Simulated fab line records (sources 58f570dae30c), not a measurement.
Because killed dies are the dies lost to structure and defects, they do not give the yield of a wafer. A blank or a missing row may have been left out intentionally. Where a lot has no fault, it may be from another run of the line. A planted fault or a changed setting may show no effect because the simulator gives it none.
A struck lot beside a sound one | flow berkeleyCmos170 | 14 out of 331 route steps
Sound: these wafers, L753.1, L753.4, L753.6. Wafers struck: L757.2, L757.3, L757.4. The cause is named last.
For every step that has rows: the tool of each side, followed by ch and its chambers, followed by its first start. Under that, the readings that differ: sound wafers | struck wafers | difference of the means | sigmas: that difference in standard deviations of wafers without a fault.
alike: readings with means less than 2 such deviations apart, plus words and numbers identical on both sides. not compared: withheld readings, readings lacking a value on some wafer, bounds such as >300 that could conceal the same value, and numbers that have no deviation in the record and whose values overlap.
The two part at a step that has a row with sigmas, a row that says differs or no value, or rows on one side only. Non-overlapping numbers with no deviation appear without sigmas and do not part them. A reading that every wafer of one side lacks parts them only if that side has two wafers or more.

first, 1 step without rows for these wafers: UCB170_ZERO_DEVELOP_05 (develop time 45 s).
UCB170_ZERO_ETCH_06: etches SiO2 in CHF3/CF4/Ar, time 12 s.
  sound on rieDiel-03 ch 2,3, day 2 10:40; struck on rieDiel-03 ch 0,2,3, day 3 09:55
  alike: drypumpMotorCurrentA, oesProductAu, throttleValvePct
  not compared: rfHoursCounterH
UCB170_ZERO_STRIP_07: strips in O2.
  sound on plasmaAsher-03 ch 0,1, day 2 10:41; struck on plasmaAsher-03 ch 0,1, day 3 09:56
  alike: drypumpMotorCurrentA, oesProductAu, stripTimeToEndpointS
  not compared: rfHoursCounterH
then, 2 steps without rows for these wafers: UCB170_NWELL_WET_ETCH_00 (etches SiO2 in dHF, time 200 s); UCB170_NWELL_OXIDATION_01 (target thk 26.4 nm, ox time 1260 s).
UCB170_NWELL_THK_MEAS_02:
  sound: filmMetro-02 at day 2 14:22; struck: filmMetro-01 at day 3 14:32
  alike: NWELL_OXIDE_THK
then, 2 steps without rows for these wafers: UCB170_NWELL_ANNEAL_03 (time 900 s); UCB170_NWELL_CVD_04 (deposits Si3N4 from SiH2Cl2/NH3, target thk 224 nm, time 3360 s).
UCB170_NWELL_THK_MEAS_05:
  sound: filmMetro-01 at day 2 22:21; struck: filmMetro-03 at day 3 20:24
  alike: NWELL_NITRIDE_THK
then, 3 steps without rows for these wafers: UCB170_NWELL_HMDS_06 (prime time 60 s); UCB170_NWELL_COAT_07 (resist thk 900 nm); UCB170_NWELL_SOFTBAKE_08 (time 60 s).
UCB170_NWELL_EXPOSE_09: exposes mask NWELL, target cd 3000 nm.
  struck on krfScanner-01, day 3 21:17; sound on krfScanner-01 ch 0, day 2 23:14
  no value came back on the struck wafers for exposureDoseMJCm2, focusOffsetNm (nm), reticleTempC (C); on the sound wafers exposureDoseMJCm2 reads 24.977 25.012 25.024
  alike: mask
next, for these wafers, 1 step has no rows: UCB170_NWELL_PEB_10.

WHERE THEY PART
UCB170_NWELL_EXPOSE_09 only, going by this record.

WHY: what had been put in by the simulator
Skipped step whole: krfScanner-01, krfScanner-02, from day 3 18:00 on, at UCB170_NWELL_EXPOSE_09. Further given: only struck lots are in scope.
